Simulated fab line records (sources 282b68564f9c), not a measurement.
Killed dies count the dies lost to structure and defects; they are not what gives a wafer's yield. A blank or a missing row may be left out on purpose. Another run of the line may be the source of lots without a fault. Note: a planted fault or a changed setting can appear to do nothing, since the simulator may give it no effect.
Which tool was responsible? | flow ritCmos | Sampling: 16 lots, 48 wafers, 5 of 202 route steps

## WHAT EACH GAUGE READ, for each wafer
RIT_NRETRO_OVL_MEAS_06.
lot  | measured    | on         | NRETRO_OVL (nm)
L260 | day 2 07:49 | overlay-02 | 0.8 -0.2 1.2
L263 | day 3 01:22 | overlay-01 | 0.5 0.2 2.5
L264 | day 3 02:38 | overlay-01 | 1.1 1.1 -0.6
L265 | day 3 09:08 | overlay-01 | 1.9 1.5 -0.6
L266 | day 3 13:25 | overlay-01 | 1.6 3.7 0.6
L268 | day 4 00:07 | overlay-02 | 0.1 0.6 2.6
L269 | day 4 06:13 | overlay-02 | -2.3 0.3 -3.2
L270 | day 4 13:53 | overlay-02 | -0.5 0.8 0.5
L271 | day 4 14:36 | overlay-02 | -0.7 -3.2 -1.8
L273 | day 5 03:14 | overlay-01 | -1.4 1.5 -0.2
L275 | day 5 09:35 | overlay-01 | 1.4 1.1 1.1
L276 | day 5 16:40 | overlay-02 | -2.1 -1.9 0.7
L280 | day 6 11:20 | overlay-02 | 0.0 -0.9 0.2
L281 | day 6 15:56 | overlay-02 | -1.1 0.8 0.1
L282 | day 6 19:17 | overlay-02 | -0.5 -0.6 0.9
L283 | day 7 02:02 | overlay-02 | 0.2 0.7 -2.9

RIT_PLDD_OVL_MEAS_06.
lot  | measured    | on         | PLDD_OVL (nm)
L260 | day 2 22:26 | overlay-02 | -1.2 -2.9 -3.9
L263 | day 3 14:57 | overlay-01 | 0.6 0.6 0.9
L264 | day 3 17:34 | overlay-02 | -2.4 -1.6 -0.7
L265 | day 4 02:37 | overlay-01 | 1.2 1.0 -0.5
L266 | day 4 03:04 | overlay-02 | -2.2 -4.3 -1.4
L268 | day 4 17:31 | overlay-02 | -0.5 -1.0 -1.6
L269 | day 5 01:16 | overlay-02 | -0.3 -1.0 -2.3
L270 | day 5 03:47 | overlay-02 | -0.1 1.4 -1.7
L271 | day 5 07:00 | overlay-02 | -1.4 -2.9 -2.9
L273 | day 5 18:23 | overlay-02 | -1.3 -2.1 -2.8
L275 | day 5 23:37 | overlay-02 | -1.2 -2.7 -0.9
L276 | day 6 07:43 | overlay-02 | -1.2 -0.6 -1.3
L280 | day 7 03:48 | overlay-02 | -3.2 -5.6 -3.3
L281 | day 7 05:56 | overlay-01 | 0.6 0.6 -0.7
L282 | day 7 11:07 | overlay-02 | 2.0 -3.4 0.5
L283 | day 7 17:13 | overlay-02 | 1.5 -1.3 0.2

RIT_NSD_OVL_MEAS_06.
lot  | measured    | on         | NSD_OVL (nm)
L260 | day 3 02:30 | overlay-02 | 2.1 3.3 0.9
L263 | day 3 18:53 | overlay-02 | -1.0 -1.7 -0.6
L264 | day 3 23:52 | overlay-01 | 2.4 2.6 1.1
L265 | day 4 06:31 | overlay-02 | 1.0 -0.4 1.1
L266 | day 4 08:33 | overlay-01 | 1.4 0.2 0.4
L268 | day 4 21:35 | overlay-01 | 0.5 0.1 2.6
L269 | day 5 06:16 | overlay-01 | 3.3 0.4 0.8
L270 | day 5 07:51 | overlay-01 | 2.2 1.9 3.7
L271 | day 5 11:11 | overlay-02 | -0.1 1.2 0.5
L273 | day 5 22:26 | overlay-02 | -1.0 -0.4 -0.1
L275 | day 6 03:37 | overlay-01 | 2.0 1.6 2.7
L276 | day 6 11:40 | overlay-02 | -2.0 0.7 -1.5
L280 | day 7 07:53 | overlay-01 | - - - - - -
L281 | day 7 10:05 | overlay-01 | - - - - - -
L282 | day 7 15:01 | overlay-01 | - - - - - -
L283 | day 7 21:08 | overlay-01 | - - - - - -

RIT_SDANNEAL_RS_MEAS_07: measures by four-point-probe.
lot  | measured    | on           | NLDD_RS (ohm/sq)
L260 | day 3 05:27 | filmMetro-04 | 151.3 151.8 152.1
L263 | day 3 21:50 | filmMetro-04 | 152.2 150.8 151.7
L264 | day 4 02:41 | filmMetro-02 | 151.7 151.7 151.6
L265 | day 4 09:36 | filmMetro-04 | 151.6 151.4 151.7
L266 | day 4 11:28 | filmMetro-03 | 150.9 151.0 151.5
L268 | day 5 00:40 | filmMetro-03 | 152.0 151.5 151.6
L269 | day 5 09:16 | filmMetro-04 | 151.7 152.1 151.9
L270 | day 5 10:44 | filmMetro-03 | 152.6 152.6 152.5
L271 | day 5 14:27 | filmMetro-02 | 152.4 153.1 152.3
L273 | day 6 01:41 | filmMetro-03 | 151.3 151.5 151.4
L275 | day 6 06:33 | filmMetro-03 | 151.8 151.6 151.9
L276 | day 6 14:43 | filmMetro-02 | 152.1 151.9 152.1

## WHICH TOOL RAN EACH LOT (tool, then ch and the chambers of the sampled wafers, then the start)
lot  | RIT_NSD_EXPOSE_03
L260 | ilineStepper-01 ch 0, day 3 01:58
L263 | ilineStepper-02 ch 0, day 3 18:29
L264 | ilineStepper-02 ch 0, day 3 23:29
L265 | ilineStepper-02 ch 0, day 4 06:09
L266 | ilineStepper-01 ch 0, day 4 08:09
L268 | ilineStepper-02 ch 0, day 4 21:12
L269 | ilineStepper-01 ch 0, day 5 05:52
L270 | ilineStepper-01 ch 0, day 5 07:27
L271 | ilineStepper-02 ch 0, day 5 10:43
L273 | ilineStepper-01 ch 0, day 5 22:02
L275 | ilineStepper-02 ch 0, day 6 03:13
L276 | ilineStepper-02 ch 0, day 6 11:16
L280 | ilineStepper-01 ch 0, day 7 07:29
L281 | ilineStepper-01 ch 0, day 7 09:41
L282 | ilineStepper-01 ch 0, day 7 14:38
L283 | ilineStepper-01 ch 0, day 7 20:44
- RIT_NSD_EXPOSE_03: exposes mask M9, target cd 40700 nm.

## AS READ BY THE TOOLS THEMSELVES (means over the sampled wafers that have a number; for cases with no such wafer, the mark the record gives instead)
The record holds no such reading with a usual standard deviation.

## THE ANSWER, worked out from the rows above alone
Rule: the lots themselves supply what counts as usual. Put in order of their means at a reading, lots are off if they are a third of the lots or fewer, leave a main group of 4 or more, and stand apart from it by a gap of 3 or more times the standard deviation of the main group's means; of several such gaps the widest counts. A main group is skipped when, at the precision printed for the reading in the tables above, its means are all equal. A lot without any number at a reading at which 4 lots or more have one is off too. All remaining lots with rows at the step are treated as sound. Order of review: gauges by route order, followed by the tools' own readings, for which a lot's mean as printed above is used. The first step at which some lot is off is used, and at that step the reading that is off furthest; a lot without a number counts as furthest.
Off: L280, L281, L282, L283, at RIT_NSD_OVL_MEAS_06 (NSD_OVL). Without a number there: L280, L281, L282, L283. For the main group the mean is 0.9 nm and the standard deviation 1.2.
A tool fits if, at a process step before that reading, it ran every lot that is off, and no sound lot after the first of them. Gauges at RIT_NSD_OVL_MEAS_06: tried the same way as those tools. 2 tools fit, ilineStepper-01 at RIT_NSD_EXPOSE_03 and overlay-01 at RIT_NSD_OVL_MEAS_06, so this cannot tell which one it is.

## WHAT THE SIMULATOR HAD INSERTED
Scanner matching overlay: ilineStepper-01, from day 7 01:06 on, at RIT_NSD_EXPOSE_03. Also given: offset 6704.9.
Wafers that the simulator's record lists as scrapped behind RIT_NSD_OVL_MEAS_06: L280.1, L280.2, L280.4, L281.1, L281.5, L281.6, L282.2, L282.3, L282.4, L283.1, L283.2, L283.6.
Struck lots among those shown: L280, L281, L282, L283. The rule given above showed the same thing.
